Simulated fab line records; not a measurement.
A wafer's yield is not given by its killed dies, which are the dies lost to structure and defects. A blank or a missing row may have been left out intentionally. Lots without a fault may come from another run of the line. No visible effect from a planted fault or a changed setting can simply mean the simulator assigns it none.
Comparing a struck lot with a sound one ; flow rit cmos ; 26 out of 202 route steps
Sound: these wafers, L544.1, L544.5, L544.6. Wafers L550.1, L550.2, L550.5 were the ones struck. The cause is named last.
At each step with rows: each side's tool, then ch and its chambers, then its first start. Under that, the readings that differ: sound wafers ; struck wafers ; difference of the means ; sigmas: that difference in standard deviations of wafers without a fault.
alike: same words and numbers on both sides, and readings whose means sit less than 2 such deviations apart. not compared: any withheld reading, any reading some wafer has no value for, any bound like >300 that may hide the same value, and any number with overlapping values for which the record gives no deviation.
The two part at a step that has a row with sigmas, a row that says differs or no value, or rows on one side only. Numbers that have no deviation but don't overlap get no sigmas and don't part them. A reading missing from all wafers of one side parts the sides only when that side holds two or more wafers.

first, 2 steps without rows for these wafers: RIT_REOX_CLEAN_02 (cleans in SC2, time 600 s); RIT_REOX_OXIDATION_03 (target thk 25.2 nm, ox time 5580 s).
RIT_REOX_THK_MEAS_04:
  sound on film metro-04, day 2 17:03; struck on film metro-01, day 3 23:16
  alike: REOX_OXIDE_THK
then, 6 steps without rows for these wafers: RIT_NLDD_HMDS_00 (prime time 60 s); RIT_NLDD_COAT_01 (resist thk 1000 nm); RIT_NLDD_SOFTBAKE_02 (time 60 s); RIT_NLDD_EXPOSE_03 (exposes mask M7, target cd 40700 nm); RIT_NLDD_PEB_04; RIT_NLDD_DEVELOP_05 (develop time 50 s).
RIT_NLDD_OVL_MEAS_06:
  sound on overlay-01, day 2 18:05; struck on overlay-02, day 4 00:11
  alike: NLDD_OVL
then, 2 steps without rows for these wafers: RIT_NLDD_HARDBAKE_07 (time 60 s); RIT_NLDD_IMPLANT_08.
RIT_NLDD_STRIP_09: strips in O2, time 180 s.
  sound on plasma asher-04 ch 0,1, day 2 18:25; struck on plasma asher-03 ch 0,1, day 4 00:31
  no value came back on the struck wafers for chamber pressure mTorr (mTorr), drypump motor current A (A); on the sound wafers chamber pressure mTorr (mTorr) reads 4004 3998 4010
reading;sound;struck;difference;sigmas
model.NOVOLAK_of_NLDD_COAT_01.thk nm (nm);0 0 0;882.5 880.3 883;+881.9;
  not compared: rf hours counter h
RIT_NLDD_TW_MEAS_10:
  sound on film metro-04, day 2 18:36; struck on film metro-04, day 4 00:41
  alike: NLDD_TW
then, 6 steps without rows for these wafers: RIT_PLDD_HMDS_00 (prime time 60 s); RIT_PLDD_COAT_01 (resist thk 1000 nm); RIT_PLDD_SOFTBAKE_02 (time 60 s); RIT_PLDD_EXPOSE_03 (exposes mask M8, target cd 40900 nm); RIT_PLDD_PEB_04; RIT_PLDD_DEVELOP_05 (develop time 50 s).
RIT_PLDD_OVL_MEAS_06:
  sound on overlay-01, day 2 19:31; struck on overlay-02, day 4 01:51
reading;sound;struck;difference;sigmas
PLDD_OVL (nm);0.4 -0.3 -0.5;-3.9 -2.8 -2.4;-2.9;-2
then, 2 steps without rows for these wafers: RIT_PLDD_HARDBAKE_07 (time 60 s); RIT_PLDD_IMPLANT_08.
RIT_PLDD_STRIP_09: strips in O2, time 180 s.
  sound on plasma asher-02 ch 0,1, day 2 19:50; struck on plasma asher-04 ch 0,1, day 4 02:21
  alike: chamber pressure mTorr, drypump motor current A
  not compared: rf hours counter h
RIT_PLDD_TW_MEAS_10:
  sound on film metro-01, day 2 20:01; struck on film metro-04, day 4 02:46
reading;sound;struck;difference;sigmas
PLDD_TW;2373 2365 2373;30 30 29;-2341;-99 or more
  not compared: hold
RIT_M1_PROBE_99:
  rows exist in the record for the sound wafers here (prober-01, day 3 10:18), none for the struck ones

WHERE THEY PART
Last at RIT_M1_PROBE_99 as far as this record goes, first at RIT_NLDD_STRIP_09.

WHY: whatever the simulator had introduced
Entire step skipped (plasma asher-03, RIT_NLDD_STRIP_09), from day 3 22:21 onward. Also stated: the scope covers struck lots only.
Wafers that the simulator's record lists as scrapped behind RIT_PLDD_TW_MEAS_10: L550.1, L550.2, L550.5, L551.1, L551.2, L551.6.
